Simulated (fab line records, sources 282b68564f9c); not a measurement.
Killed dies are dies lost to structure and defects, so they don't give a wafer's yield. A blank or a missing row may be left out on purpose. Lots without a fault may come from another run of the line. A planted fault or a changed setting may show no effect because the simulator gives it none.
fab line records | flow rit_cmos
record lots=14 wafers=42 last_day=7
route steps=202 shown ACTIVE@16 PRETRO@70 GATE@85 M1@184
lots that met no fault: from a run of the same line without faults
start_h: hours from the record's first day to the start of the lot's first wafer shown | wait_h: hours since the lot's step before | " the same as in the row above | L1.1+2: a row that stands for several wafers | - no value, or no start given | * or withheld: withheld | < > ~ a bound
route shown NAME@n: a module of which the file shows steps, and the number in the route of the first | usual: mean/standard deviation of fault-free wafers | same: alike in all rows | chamber/n: place in a boat | sites: the reading at each site | _std_site: their standard deviation | _edge_site: outer sites' mean less inner sites' | radius_mm: how far each site lies from the wafer's centre | mask NAME#n: copy n | behind: the tool/chamber that last shaped the wafer | hold: why the lot was held/for how many hours/how that ended | device: the transistor (n, p or np) that didn't switch | end of line: the same wafers' tests at the end of the route | a step without rows: its recipe alone | killed: dies lost to structure and defects at the first sort, not the wafer's yield | map: a wafer's dies, x killed, . not, _ none there
set.NAME: the setting as run; set.NAME@STEP: as run at that earlier step | model.NAME: the simulator's own value behind a step, which no gauge read
steps of the route over a sample of lots; a table a step, a row a wafer
services: from which hour (start_h, from the record's first day; less than 0 if before it) a tool's chamber was out of use, for how many hours, and why
## steps
# step RIT_ACTIVE_CD_MEAS_90
# recipe target_cd_nm=1400
# usual cd_nm=1400.9/1.8
# columns lot.wafer tool chamber start_h wait_h cd_nm
L472.2 cd_sem-02 - 15.40 0.1 1402.6
L472.3 " - " " 1401.3
L472.5 " - " " 1404.6
L474.1 cd_sem-01 - 25.02 0.1 1401.2
L474.3 " - " " 1400.2
L474.5 " - " " 1400.8
L475.2 cd_sem-01 - 30.04 0.1 1397.4
L475.3 " - " " 1397.4
L475.5 " - " " 1397.7
L476.1 cd_sem-01 - 35.42 0.1 1398.7
L476.4 " - " " 1400.6
L476.6 " - " " 1401.8
L477.2 cd_sem-02 - 40.04 0.1 1402.2
L477.3 " - " " 1402.3
L477.4 " - " " 1401.2
L479.1 cd_sem-01 - 50.21 0.1 1403.7
L479.3 " - " " 1401.7
L479.6 " - " " 1400.3
L480.4 cd_sem-01 - 56.06 0.1 1402.5
L480.5 " - " " 1404.4
L480.6 " - " " 1402.2
L481.1 cd_sem-02 - 60.85 0.1 1400.1
L481.3 " - " " 1400.0
L481.6 " - " " 1401.0
L482.1 cd_sem-02 - 65.03 0.1 1399.0
L482.2 " - " " 1398.1
L482.3 " - " " 1400.0
L484.2 cd_sem-02 - 75.04 0.1 1403.5
L484.4 " - " " 1401.6
L484.6 " - " " 1401.9
L490.3 cd_sem-02 - 105.06 0.1 1401.2
L490.4 " - " " 1400.2
L490.6 " - " " 1397.9
L493.3 cd_sem-01 - 120.21 0.1 1403.2
L493.4 " - " " 1402.9
L493.5 " - " " 1404.6
L494.3 cd_sem-01 - 125.18 0.1 1401.1
L494.4 " - " " 1402.6
L494.6 " - " " 1401.2
L495.1 cd_sem-02 - 130.14 0.1 1399.5
L495.2 " - " " 1401.8
L495.6 " - " " 1401.5
# step RIT_PRETRO_OVL_MEAS_06
# usual PRETRO_OVL=1.0/1.1
# columns lot.wafer tool chamber start_h wait_h PRETRO_OVL[nm]
L472.2 overlay-02 - 31.05 - 1.1
L472.3 " - " " 2.9
L472.5 " - " " 0.5
L474.1 overlay-01 - 41.63 - 0.9
L474.3 " - " " 0.5
L474.5 " - " " 0.0
L475.2 overlay-02 - 46.98 - 0.9
L475.3 " - " " -0.1
L475.5 " - " " -1.4
L476.1 overlay-01 - 51.09 - 0.8
L476.4 " - " " 1.2
L476.6 " - " " 0.3
L477.2 overlay-02 - 55.81 - -1.7
L477.3 " - " " -0.7
L477.4 " - " " -0.6
L479.1 overlay-01 - 65.94 - 1.4
L479.3 " - " " 2.9
L479.6 " - " " 0.9
L480.4 overlay-02 - 71.40 - 1.2
L480.5 " - " " 3.5
L480.6 " - " " 2.1
L481.1 overlay-02 - 76.50 - 2.4
L481.3 " - " " 3.8
L481.6 " - " " 2.1
L482.1 overlay-01 - 81.34 - 1.5
L482.2 " - " " 1.5
L482.3 " - " " 2.8
L484.2 overlay-01 - 91.66 - 0.7
L484.4 " - " " 1.9
L484.6 " - " " 2.3
L490.3 overlay-02 - 121.87 - 1.7
L490.4 " - " " -0.1
L490.6 " - " " 1.6
L493.3 overlay-02 - 136.35 - -0.4
L493.4 " - " " 0.0
L493.5 " - " " 0.6
L494.3 overlay-01 - 141.68 - 1.0
L494.4 " - " " 1.3
L494.6 " - " " 1.2
L495.1 overlay-02 - 147.04 - 1.5
L495.2 " - " " 1.2
L495.6 " - " " 0.2
# step RIT_GATE_THK_MEAS_09
# recipe reads=poly-Si_of_GATE_CVD_08
# usual GATE_POLY_THK=251.1/2.7
# columns lot.wafer tool chamber start_h wait_h GATE_POLY_THK[nm]
L472.2 film_metro-01 - 35.20 0.0 249.9
L472.3 " - " " 250.3
L472.5 " - " " 248.5
L474.1 film_metro-02 - 46.31 0.0 255.1
L474.3 " - " " 254.4
L474.5 " - " " 255.7
L475.2 film_metro-01 - 52.00 0.0 250.3
L475.3 " - " " 246.7
L475.5 " - " " 249.0
L476.1 film_metro-03 - 56.66 0.0 247.2
L476.4 " - " " 247.3
L476.6 " - " " 246.8
L477.2 film_metro-02 - 60.00 0.0 256.1
L477.3 " - " " 255.6
L477.4 " - " " 258.0
L479.1 film_metro-03 - 71.06 0.0 248.8
L479.3 " - " " 249.8
L479.6 " - " " 249.7
L480.4 film_metro-02 - 75.67 0.0 250.7
L480.5 " - " " 248.5
L480.6 " - " " 253.4
L481.1 film_metro-01 - 80.65 0.0 253.5
L481.3 " - " " 253.0
L481.6 " - " " 253.7
L482.1 film_metro-02 - 85.53 0.0 248.1
L482.2 " - " " 248.7
L482.3 " - " " 249.0
L484.2 film_metro-03 - 99.32 0.0 247.5
L484.4 " - " " 246.0
L484.6 " - " " 248.3
L490.3 film_metro-02 - 126.11 0.0 252.9
L490.4 " - " " 252.2
L490.6 " - " " 249.8
L493.3 film_metro-01 - 140.50 0.0 248.3
L493.4 " - " " 251.3
L493.5 " - " " 250.1
L494.3 film_metro-03 - 146.08 0.0 252.1
L494.4 " - " " 251.7
L494.6 " - " " 248.4
L495.1 film_metro-02 - 151.37 0.0 249.5
L495.2 " - " " 249.1
L495.6 " - " " 249.9
# step RIT_M1_SPUTTER_00
# recipe material=Al target_thk_nm=400 power_w=2000 chamber_pressure_pa=0.4 gas=Ar time_s=500 substrate_temp_c=25
# usual substrate_temp_c=25.01/0.11 throttle_valve_pct=29.9/0.89
# columns lot.wafer tool chamber start_h wait_h substrate_temp_c throttle_valve_pct
L472.2 pvd_sputter-04 - 52.89 0.0 24.96 30.8
L472.3 " - " " 24.76 28.7
L472.5 " - " " 24.99 30.0
L474.1 pvd_sputter-04 - 63.85 0.0 25.11 31.2
L474.3 " - " " 25.24 30.5
L474.5 " - " " 25.11 28.8
L475.2 pvd_sputter-03 - 70.13 0.0 25.11 29.4
L475.3 " - " " 25.08 29.8
L475.5 " - " " 25.07 28.4
L476.1 pvd_sputter-04 - 73.74 0.0 25.02 31.2
L476.4 " - " " 24.99 30.5
L476.6 " - " " 24.94 30.8
L477.2 pvd_sputter-03 - 77.00 0.0 24.97 31.0
L477.3 " - " " 25.18 29.9
L477.4 " - " " 25.01 28.4
L479.1 pvd_sputter-03 - 88.53 0.0 24.82 29.3
L479.3 " - " " 25.12 29.6
L479.6 " - " " 25.13 28.4
L480.4 pvd_sputter-03 - 94.43 0.1 24.97 29.5
L480.5 " - " " 25.12 28.5
L480.6 " - " " 25.19 29.7
L481.1 pvd_sputter-04 - 97.97 0.0 25.07 31.1
L481.3 " - " " 24.87 30.3
L481.6 " - " " 24.98 28.8
L482.1 pvd_sputter-03 - 103.21 0.0 25.14 28.6
L482.2 " - " " 25.00 29.7
L482.3 " - " " 25.02 29.6
L484.2 pvd_sputter-04 - 117.81 0.0 25.17 30.9
L484.4 " - " " 24.91 30.0
L484.6 " - " " 24.94 29.7
L490.3 pvd_sputter-04 - 144.16 0.0 25.12 29.8
L490.4 " - " " 25.04 30.2
L490.6 " - " " 25.03 29.8
L493.3 pvd_sputter-04 - 157.62 0.0 25.20 28.9
L493.4 " - " " 24.74 30.8
L493.5 " - " " 24.87 30.9
L494.3 pvd_sputter-03 - 163.16 0.0 24.93 29.7
L494.4 " - " " 24.90 31.0
L494.6 " - " " 24.94 29.4
L495.1 pvd_sputter-04 - 168.71 0.0 24.85 29.1
L495.2 " - " " 25.13 30.2
L495.6 " - " " 25.15 30.9
# step RIT_M1_RS_MEAS_01
# recipe thk_meas_gauge=four-point-probe reads=Al_of_M1_SPUTTER_00
# usual M1_AL_RS=0.0737/0.00088
# columns lot.wafer tool chamber start_h wait_h M1_AL_RS[ohm/sq]
L472.2 film_metro-02 - 53.21 0.2 0.0748
L472.3 " - " " 0.0733
L472.5 " - " " 0.0736
L474.1 film_metro-02 - 64.14 0.1 0.0737
L474.3 " - " " 0.0729
L474.5 " - " " 0.0735
L475.2 film_metro-03 - 70.45 0.2 0.0749
L475.3 " - " " 0.0747
L475.5 " - " " 0.0755
L476.1 film_metro-03 - 74.03 0.1 0.0748
L476.4 " - " " 0.0735
L476.6 " - " " 0.0744
L477.2 film_metro-03 - 77.31 0.2 0.0730
L477.3 " - " " 0.0742
L477.4 " - " " 0.0745
L479.1 film_metro-03 - 88.82 0.1 0.0731
L479.3 " - " " 0.0741
L479.6 " - " " 0.0746
L480.4 film_metro-02 - 94.63 0.1 0.0500
L480.5 " - " " 0.0757
L480.6 " - " " 0.0745
L481.1 film_metro-04 - 98.27 0.1 0.0744
L481.3 " - " " 0.0733
L481.6 " - " " 0.0740
L482.1 film_metro-02 - 103.50 0.1 0.0743
L482.2 " - " " 0.0729
L482.3 " - " " 0.0495
L484.2 film_metro-02 - 118.12 0.2 0.0748
L484.4 " - " " 0.0736
L484.6 " - " " 0.0743
L490.3 film_metro-02 - 144.50 0.2 0.0727
L490.4 " - " " 0.0724
L490.6 " - " " 0.0731
L493.3 film_metro-04 - 157.95 0.2 0.0721
L493.4 " - " " 0.0730
L493.5 " - " " 0.0735
L494.3 film_metro-04 - 163.49 0.2 0.0728
L494.4 " - " " 0.0738
L494.6 " - " " 0.0732
L495.1 film_metro-02 - 169.01 0.1 0.0732
L495.2 " - " " 0.0728
L495.6 " - " " 0.0734
# step RIT_M1_THK_MEAS_02
# recipe thk_meas_gauge=xrf reads=Al_of_M1_SPUTTER_00
# usual M1_AL_THK=408/5
# columns lot.wafer tool chamber start_h wait_h M1_AL_THK[nm]
L472.2 film_metro-02 - 53.32 0.1 403
L472.3 " - " " 411
L472.5 " - " " 408
L474.1 film_metro-02 - 64.26 0.1 408
L474.3 " - " " 410
L474.5 " - " " 410
L475.2 film_metro-03 - 70.56 0.1 402
L475.3 " - " " 405
L475.5 " - " " 401
L476.1 film_metro-03 - 74.15 0.1 400
L476.4 " - " " 412
L476.6 " - " " 404
L477.2 film_metro-03 - 77.42 0.1 412
L477.3 " - " " 407
L477.4 " - " " 408
L479.1 film_metro-03 - 88.94 0.1 412
L479.3 " - " " 405
L479.6 " - " " 404
L480.4 film_metro-02 - 94.72 0.1 594
L480.5 " - " " 394
L480.6 " - " " 404
L481.1 film_metro-04 - 98.39 0.1 404
L481.3 " - " " 411
L481.6 " - " " 408
L482.1 film_metro-02 - 103.62 0.1 405
L482.2 " - " " 411
L482.3 " - " " 604
L484.2 film_metro-02 - 118.23 0.1 403
L484.4 " - " " 405
L484.6 " - " " 404
L490.3 film_metro-02 - 144.60 0.1 413
L490.4 " - " " 416
L490.6 " - " " 414
L493.3 film_metro-04 - 158.05 0.1 415
L493.4 " - " " 411
L493.5 " - " " 410
L494.3 film_metro-04 - 163.59 0.1 410
L494.4 " - " " 406
L494.6 " - " " 410
L495.1 film_metro-02 - 169.13 0.1 412
L495.2 " - " " 413
L495.6 " - " " 409
# step RIT_M1_METAL_ETCH_12
# recipe stop_on=SiO2 chemistry=Cl2/BCl3 target=Al time_s=165 over_etch_frac=0.5 pressure_mtorr=100 target_depth_a=6000 rf_w=250 Cl2_flow_sccm=60 bcl3_flow_sccm=50
# usual drypump_motor_current_A=5.6/0.51 oes_product_au=0.773/0.011 throttle_valve_pct=8.34/0.18
# columns lot.wafer tool chamber start_h wait_h drypump_motor_current_A oes_product_au rf_hours_counter_h throttle_valve_pct
L472.2 rie_metal-03 1 54.65 0.2 5.2 0.753 33 8.29
L472.3 " 0 " " 6.4 0.790 - 8.06
L472.5 " 1 " " 5.2 0.765 - 8.28
L474.1 rie_metal-01 0 65.91 0.2 6.0 0.768 3 8.48
L474.3 " 1 " " 5.4 0.771 - 8.46
L474.5 " 1 " " 5.4 0.775 - 8.45
L475.2 rie_metal-03 1 72.16 0.2 5.1 0.749 33 8.28
L475.3 " 1 " " 5.2 0.745 - 8.28
L475.5 " 1 " " 5.2 0.747 - 8.29
L476.1 rie_metal-02 1 75.50 0.2 5.7 0.771 4 8.56
L476.4 " 1 " " 5.7 0.775 - 8.54
L476.6 " 1 " " 5.7 0.784 - 8.53
L477.2 rie_metal-01 1 78.88 0.2 5.4 0.774 2 8.46
L477.3 " 0 " " 6.0 0.758 - 8.48
L477.4 " 1 " " 5.4 0.771 - 8.44
L479.1 rie_metal-02 1 90.29 0.2 5.7 0.780 4 8.55
L479.3 " 1 " " 5.7 0.782 - 8.54
L479.6 " 0 " " 4.9 0.769 - 8.18
L480.4 rie_metal-01 1 96.11 0.1 5.4 0.955 - 8.41
L480.5 " 1 " " 5.4 0.762 - 8.47
L480.6 " 0 " " 6.0 0.754 - 8.49
L481.1 rie_metal-03 0 99.86 0.2 6.4 0.777 38 8.03
L481.3 " 0 " " 6.4 0.794 - 8.04
L481.6 " 1 " " 5.2 0.748 - 8.28
L482.1 rie_metal-02 0 104.97 0.2 4.9 0.775 4 8.17
L482.2 " 1 " " 5.7 0.783 4 8.54
L482.3 " 1 " " 5.7 0.982 - 8.54
L484.2 rie_metal-03 0 119.88 0.2 6.4 0.775 38 8.05
L484.4 " 1 " " 5.1 0.749 - 8.30
L484.6 " 1 " " 5.1 0.751 - 8.30
L490.3 rie_metal-02 1 146.12 0.2 5.7 0.790 - 8.52
L490.4 " 0 " " 4.9 0.787 - 8.17
L490.6 " 0 " " 4.9 0.787 - 8.19
L493.3 rie_metal-03 0 159.43 0.2 6.4 0.778 - 8.04
L493.4 " 1 " " 5.1 0.765 - 8.28
L493.5 " 0 " " 6.4 0.774 - 8.06
L494.3 rie_metal-01 0 164.97 0.2 6.0 0.772 - 8.50
L494.4 " 1 " " 5.4 0.771 - 8.44
L494.6 " 0 " " 6.0 0.779 - 8.48
L495.1 rie_metal-02 0 170.72 0.2 4.9 0.783 5 8.19
L495.2 " 1 " " 5.7 0.788 5 8.54
L495.6 " 1 " " 5.7 0.781 - 8.54
# step RIT_M1_PROBE_99
# usual defect_limited_yield=97.3/1.1 killed_at_M0_to_M3=0.0/0.16 killed_at_contacts=0.1/0.3 killed_at_front_end=7.1/3 killed_dies=7.3/3 killed_on_rim=1.9/1.3 killed_open=3.6/2 killed_short=3.5/1.9
# same gross_dies=264 killed_at_M4_up=0 killed_at_back_side=0 killed_at_other=0
# columns lot.wafer tool chamber start_h wait_h defect_limited_yield[%] killed_at_M0_to_M3 killed_at_contacts killed_at_front_end killed_dies killed_on_rim killed_open killed_short
L472.2 prober-01 - 56.96 0.1 96.6 0 0 9 9 3 5 3
L472.3 prober-01 - 57.01 0.2 96.2 0 0 10 10 2 5 4
L472.5 prober-01 - 57.11 0.2 95.8 0 0 11 11 3 3 6
L474.1 prober-01 - 68.17 0.1 97.0 0 0 8 8 2 2 6
L474.3 prober-01 - 68.27 0.2 96.6 0 0 9 9 2 4 5
L474.5 prober-01 - 68.37 0.2 95.8 0 0 11 11 0 6 5
L475.2 prober-02 - 74.51 0.1 97.0 1 0 7 8 1 4 3
L475.3 prober-02 - 74.56 0.2 98.5 1 0 3 4 0 0 3
L475.5 prober-02 - 74.66 0.2 95.1 0 0 13 13 5 7 6
L476.1 prober-01 - 78.47 0.1 98.1 0 0 5 5 3 2 3
L476.4 prober-01 - 78.62 0.2 96.6 0 0 9 9 3 4 5
L476.6 prober-01 - 78.72 0.2 97.0 0 0 8 8 2 2 6
L477.2 prober-02 - 81.20 0.1 97.7 0 0 6 6 1 5 1
L477.3 prober-02 - 81.25 0.2 95.1 0 0 13 13 1 9 4
L477.4 prober-02 - 81.30 0.2 98.1 0 0 5 5 2 3 2
L479.1 prober-02 - 92.59 0.1 96.6 0 0 9 9 3 4 3
L479.3 prober-02 - 92.69 0.2 97.3 0 0 7 7 1 2 5
L479.6 prober-02 - 92.84 0.2 97.3 0 0 7 7 2 4 3
L480.4 prober-01 - 99.41 0.2 71.6 62 0 13 75 41 7 6
L480.5 prober-01 - 99.46 0.2 98.5 0 0 4 4 1 4 0
L480.6 prober-01 - 99.51 0.2 97.0 0 0 8 8 1 4 4
L481.1 prober-02 - 102.21 0.1 98.5 0 0 4 4 2 1 3
L481.3 prober-02 - 102.31 0.2 98.1 0 0 5 5 2 4 1
L481.6 prober-02 - 102.46 0.2 98.9 0 0 3 3 1 1 2
L482.1 prober-01 - 108.49 0.1 95.8 0 0 11 11 3 5 6
L482.2 prober-01 - 108.54 0.1 95.8 0 0 11 11 1 7 4
L482.3 prober-01 - 108.59 0.2 8.0 232 0 11 243 70 6 5
L484.2 prober-01 - 122.20 0.1 98.5 0 0 4 4 2 2 2
L484.4 prober-01 - 122.30 0.2 97.3 0 0 7 7 1 4 3
L484.6 prober-01 - 122.40 0.2 95.8 0 0 11 11 1 3 8
L490.3 prober-01 - 148.54 0.2 96.6 0 0 9 9 4 5 4
L490.4 prober-01 - 148.59 0.2 96.6 0 0 9 9 4 2 7
L490.6 prober-01 - 148.69 0.2 98.9 0 0 3 3 2 1 2
L493.3 prober-02 - 161.73 0.2 97.0 0 0 8 8 2 5 3
L493.4 prober-02 - 161.78 0.2 95.1 0 1 12 13 2 7 6
L493.5 prober-02 - 161.83 0.2 97.0 0 0 8 8 3 5 3
L494.3 prober-01 - 167.27 0.2 97.7 0 0 6 6 1 2 4
L494.4 prober-01 - 167.32 0.2 97.3 0 0 7 7 4 6 1
L494.6 prober-01 - 167.42 0.2 98.9 0 0 3 3 1 2 1
L495.1 prober-02 - 172.97 0.1 96.2 0 0 10 10 1 5 5
L495.2 prober-02 - 173.02 0.1 99.2 0 0 2 2 2 0 2
L495.6 prober-02 - 173.22 0.2 98.5 0 0 4 4 2 2 2
# killed by level:class
L472.2 GATE:geometric_particle:open=2 FOX1:geometric_particle:open=1 FOX2:geometric_particle:open=1 GATE:geometric_particle:short=1 REOX:geometric_particle:short=1 SPACER:geometric_particle:short=1 SILICIDE:geometric_particle:open=1 GATE:coat_microbubble_printed=1
L472.3 GATE:geometric_particle:open=4 GATE:geometric_particle:short=3 FOX2:geometric_particle:open=1 SPACER:geometric_particle:short=1 PWELL:coat_microbubble_printed=1
L472.5 SPACER:geometric_particle:short=3 GATE:geometric_particle:open=2 GATE:geometric_particle:short=2 PWELL:coat_microbubble_printed=2 SPACER:geometric_particle:open=1 SILICIDE:geometric_particle:short=1
L474.1 SPACER:geometric_particle:short=3 GATE:geometric_particle:short=1 REOX:geometric_particle:open=1 REOX:geometric_particle:short=1 SILICIDE:geometric_particle:open=1 SILICIDE:geometric_particle:short=1
L474.3 GATE:geometric_particle:short=3 GATE:geometric_particle:open=3 SPACER:geometric_particle:open=1 SPACER:geometric_particle:short=1 SILICIDE:geometric_particle:short=1
L474.5 GATE:geometric_particle:short=3 GATE:geometric_particle:open=2 SPACER:geometric_particle:short=2 FOX2:geometric_particle:open=1 REOX:geometric_particle:open=1 SPACER:geometric_particle:open=1 SILICIDE:geometric_particle:open=1
L475.2 GATE:geometric_particle:open=3 GATE:geometric_particle:short=3 REOX:geometric_particle:open=1 M1:coat_microbubble_printed=1
L475.3 ACTIVE:geometric_particle:short=1 GATE:geometric_particle:short=1 SILICIDE:geometric_particle:short=1 M1:coat_microbubble_printed=1
L475.5 GATE:geometric_particle:short=4 GATE:geometric_particle:open=3 FOX2:geometric_particle:open=2 REOX:geometric_particle:open=2 SPACER:geometric_particle:short=1 SILICIDE:geometric_particle:short=1
L476.1 GATE:geometric_particle:short=3 GATE:geometric_particle:open=1 SPACER:geometric_particle:open=1
L476.4 GATE:geometric_particle:short=3 GATE:geometric_particle:open=2 ACTIVE:geometric_particle:short=1 FOX2:geometric_particle:open=1 REOX:geometric_particle:open=1 SPACER:geometric_particle:short=1
L476.6 GATE:geometric_particle:short=4 FOX1:geometric_particle:short=1 FOX1:geometric_particle:open=1 FOX2:geometric_particle:short=1 GATE:geometric_particle:open=1
L477.2 GATE:geometric_particle:open=3 FOX2:geometric_particle:open=1 GATE:geometric_particle:short=1 SPACER:geometric_particle:open=1
L477.3 GATE:geometric_particle:open=5 FOX1:geometric_particle:open=2 FOX1:geometric_particle:short=1 FOX2:geometric_particle:open=1 FOX2:geometric_particle:short=1 GATE:geometric_particle:short=1 REOX:geometric_particle:short=1 SPACER:geometric_particle:open=1
L477.4 GATE:geometric_particle:open=2 FOX1:geometric_particle:short=1 FOX2:geometric_particle:open=1 GATE:geometric_particle:short=1
L479.1 REOX:geometric_particle:open=2 GATE:coat_microbubble_printed=2 FOX1:geometric_particle:short=1 FOX2:geometric_particle:short=1 GATE:geometric_particle:short=1 GATE:geometric_particle:open=1 SILICIDE:geometric_particle:open=1
L479.3 REOX:geometric_particle:short=2 SPACER:geometric_particle:short=2 FOX1:geometric_particle:open=1 GATE:geometric_particle:short=1 GATE:geometric_particle:open=1
L479.6 SPACER:geometric_particle:open=2 FOX2:geometric_particle:open=1 FOX2:geometric_particle:short=1 GATE:geometric_particle:open=1 GATE:geometric_particle:short=1 REOX:geometric_particle:short=1
L480.4 M1:area_etch=62 GATE:geometric_particle:open=3 GATE:geometric_particle:short=3 FOX1:geometric_particle:open=2 SPACER:geometric_particle:short=2 REOX:geometric_particle:short=1 REOX:geometric_particle:open=1 SILICIDE:geometric_particle:open=1
L480.5 SPACER:geometric_particle:open=2 FOX1:geometric_particle:open=1 GATE:geometric_particle:open=1
L480.6 GATE:geometric_particle:short=3 FOX2:geometric_particle:open=1 GATE:geometric_particle:open=1 REOX:geometric_particle:open=1 SILICIDE:geometric_particle:short=1 SILICIDE:geometric_particle:open=1
L481.1 SILICIDE:geometric_particle:short=2 GATE:geometric_particle:open=1 REOX:geometric_particle:short=1
L481.3 SILICIDE:geometric_particle:open=2 FOX1:geometric_particle:open=1 GATE:geometric_particle:open=1 GATE:geometric_particle:short=1
L481.6 SPACER:geometric_particle:short=1 SILICIDE:geometric_particle:short=1 SILICIDE:geometric_particle:open=1
L482.1 FOX1:geometric_particle:short=3 GATE:geometric_particle:short=2 REOX:geometric_particle:open=2 FOX1:geometric_particle:open=1 REOX:geometric_particle:short=1 SPACER:geometric_particle:open=1 SILICIDE:geometric_particle:open=1
L482.2 SPACER:geometric_particle:open=3 REOX:geometric_particle:open=2 REOX:geometric_particle:short=2 GATE:geometric_particle:open=1 GATE:geometric_particle:short=1 SILICIDE:geometric_particle:short=1 SILICIDE:geometric_particle:open=1
L482.3 M1:area_etch=232 REOX:geometric_particle:open=3 FOX1:geometric_particle:short=2 SPACER:geometric_particle:open=2 REOX:geometric_particle:short=1 SPACER:geometric_particle:short=1 SILICIDE:geometric_particle:open=1 SILICIDE:geometric_particle:short=1
L484.2 GATE:geometric_particle:short=2 FOX1:geometric_particle:open=1 REOX:geometric_particle:open=1
L484.4 GATE:geometric_particle:open=2 FOX2:geometric_particle:short=1 GATE:geometric_particle:short=1 REOX:geometric_particle:short=1 REOX:geometric_particle:open=1 SPACER:geometric_particle:open=1
L484.6 FOX1:geometric_particle:open=2 FOX1:geometric_particle:short=2 SPACER:geometric_particle:short=2 REOX:geometric_particle:short=2 GATE:geometric_particle:short=1 GATE:geometric_particle:open=1 SILICIDE:geometric_particle:short=1
L490.3 GATE:geometric_particle:open=3 SPACER:geometric_particle:short=2 FOX1:geometric_particle:short=1 FOX1:geometric_particle:open=1 FOX2:geometric_particle:open=1 FOX2:geometric_particle:short=1
L490.4 GATE:geometric_particle:short=5 FOX1:geometric_particle:short=1 FOX1:geometric_particle:open=1 GATE:geometric_particle:open=1 REOX:geometric_particle:short=1
L490.6 GATE:geometric_particle:short=1 SPACER:geometric_particle:short=1 SPACER:geometric_particle:open=1
L493.3 GATE:geometric_particle:open=3 FOX1:geometric_particle:short=2 GATE:geometric_particle:short=1 SPACER:geometric_particle:open=1 SILICIDE:geometric_particle:open=1
L493.4 SPACER:geometric_particle:short=3 FOX2:geometric_particle:open=2 GATE:geometric_particle:short=2 GATE:geometric_particle:open=2 FOX1:geometric_particle:open=1 FOX1:geometric_particle:short=1 REOX:geometric_particle:open=1 CONTACT:geometric_particle:open=1
L493.5 GATE:geometric_particle:open=2 GATE:geometric_particle:short=2 REOX:geometric_particle:open=2 SPACER:geometric_particle:open=1 SPACER:geometric_particle:short=1
L494.3 FOX1:geometric_particle:short=2 ACTIVE:geometric_particle:short=1 REOX:geometric_particle:open=1 SILICIDE:geometric_particle:short=1 SILICIDE:geometric_particle:open=1
L494.4 GATE:geometric_particle:open=4 SPACER:geometric_particle:open=2 GATE:geometric_particle:short=1
L494.6 GATE:geometric_particle:open=2 SILICIDE:geometric_particle:short=1
L495.1 GATE:geometric_particle:open=2 GATE:geometric_particle:short=2 SILICIDE:geometric_particle:open=2 FOX1:geometric_particle:short=1 FOX2:geometric_particle:short=1 REOX:geometric_particle:open=1 SILICIDE:geometric_particle:short=1
L495.2 GATE:geometric_particle:short=1 SILICIDE:geometric_particle:short=1
L495.6 FOX1:geometric_particle:short=1 FOX1:geometric_particle:open=1 FOX2:geometric_particle:short=1 GATE:geometric_particle:open=1
## services
# columns tool chamber start_h hours kind
pvd_sputter-03 - 73.85 2.0 repair
pvd_sputter-04 - 91.74 3.9 repair
pvd_sputter-04 - 112.15 1.9 repair
rie_metal-01 1 124.26 29.4 repair
pvd_sputter-04 - 124.76 3.2 repair
rie_metal-03 - 136.12 20.0 pm
rie_metal-03 0 136.12 20.0 vent_cycle
rie_metal-03 1 136.12 20.0 vent_cycle
rie_metal-03 0 156.12 - clean
rie_metal-03 1 156.12 - clean
## key
first_sign step=RIT_M1_RS_MEAS_01 reading=M1_AL_RS direction=down sigmas=27 usual=0.0737 struck=0.0497
effect step=RIT_M1_THK_MEAS_02 reading=M1_AL_THK direction=up sigmas=39 usual=408 struck=599
effect step=RIT_M1_METAL_ETCH_12 reading=oes_product_au direction=up sigmas=17 usual=0.773 struck=0.969
effect step=RIT_M1_PROBE_99 reading=killed_at_M0_to_M3 direction=up sigmas=99+ usual=0.0 struck=147
more_kills_born_at RIT_M1_METAL_ETCH_12@rie_metal-02=232 RIT_M1_METAL_ETCH_12@rie_metal-01=62
met_at RIT_M1_SPUTTER_00
struck_lots L480,L482
struck_wafers L480.4,L482.3
later_rows_left_out L482.3
not_acting_at RIT_ACTIVE_CD_MEAS_90,RIT_PRETRO_OVL_MEAS_06,RIT_GATE_THK_MEAS_09
onset_between 88.53 94.43
fault kind=process_parameter_drift tool=pvd_sputter-03 chamber=- onset_h=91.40 steps=RIT_M1_SPUTTER_00 channel=target_thk_nm offset=185.41 shape=step end_h=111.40 acts_in=these_recipes_only stated=400 scope=struck_wafers_only
# later_rows_left_out: the simulator's readings of these wafers behind a module that went badly wrong aren't trusted and aren't shown, but for the sort
